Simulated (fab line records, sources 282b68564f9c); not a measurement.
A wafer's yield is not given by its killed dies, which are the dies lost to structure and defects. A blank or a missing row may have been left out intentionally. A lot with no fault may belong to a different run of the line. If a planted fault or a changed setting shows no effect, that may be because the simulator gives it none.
Struck lot and sound lot, side by side | flow ritCmos | 5 out of 202 route steps
Sound: the wafers L379.2, L379.5, L379.6. Wafers struck: L388.2, L388.4, L388.5. The cause is named last.
Each step with rows lists, per side, the tool, then ch with its chambers, then its first start. Under that, the readings that differ: sound wafers | struck wafers | difference of the means | sigmas: that difference in standard deviations of wafers without a fault.
alike: words and numbers the same on both sides, and readings whose means are apart by under 2 such deviations; not compared: readings that were withheld, readings missing a value for some wafer, numbers with overlapping values and no deviation given by the record, and bounds like >300 which may hide the same value.
Wherever a step has rows on one side only, a row that says differs or no value, or a row with sigmas, the two part there. Numbers that don't overlap but have no deviation are shown without sigmas and don't part them. A reading missing from all wafers of one side parts the sides only when that side holds two or more wafers.

RIT_ACTIVE_BOW_MEAS_00:
  struck on filmMetro-01, day 4 18:01; sound on filmMetro-02, day 2 21:01
  alike: INCOMING_BOW
then, 1 step without rows for these wafers: RIT_ACTIVE_OXIDATION_01 (target thk 46.8 nm, ox time 3360 s).
RIT_ACTIVE_THK_MEAS_02:
  struck on filmMetro-03, day 4 20:48; sound on filmMetro-02, day 2 23:52
  alike: ACTIVE_OXIDE_THK
RIT_ACTIVE_CVD_03: deposits Si3N4 from SiH2Cl2/NH3, target thk 150 nm, time 1500 s.
  sound on lpcvd-02 ch 1, day 3 00:11; struck on lpcvd-02 ch 0, day 4 21:15
  no value came back on the struck wafers for nh3FlowSccm (sccm), pressureMtorr (mTorr), spikeTcCentreC (C), zonePowerCentrePct (%); on the sound wafers nh3FlowSccm (sccm) reads 150.8 150.0 150.5
RIT_M1_PROBE_99:
  the record holds rows for the sound wafers here (prober-02, day 5 00:58) but none for the struck ones

== WHERE THEY PART ==
First at RIT_ACTIVE_CVD_03; last, within this record, at RIT_M1_PROBE_99.

WHY: what the simulator had put in
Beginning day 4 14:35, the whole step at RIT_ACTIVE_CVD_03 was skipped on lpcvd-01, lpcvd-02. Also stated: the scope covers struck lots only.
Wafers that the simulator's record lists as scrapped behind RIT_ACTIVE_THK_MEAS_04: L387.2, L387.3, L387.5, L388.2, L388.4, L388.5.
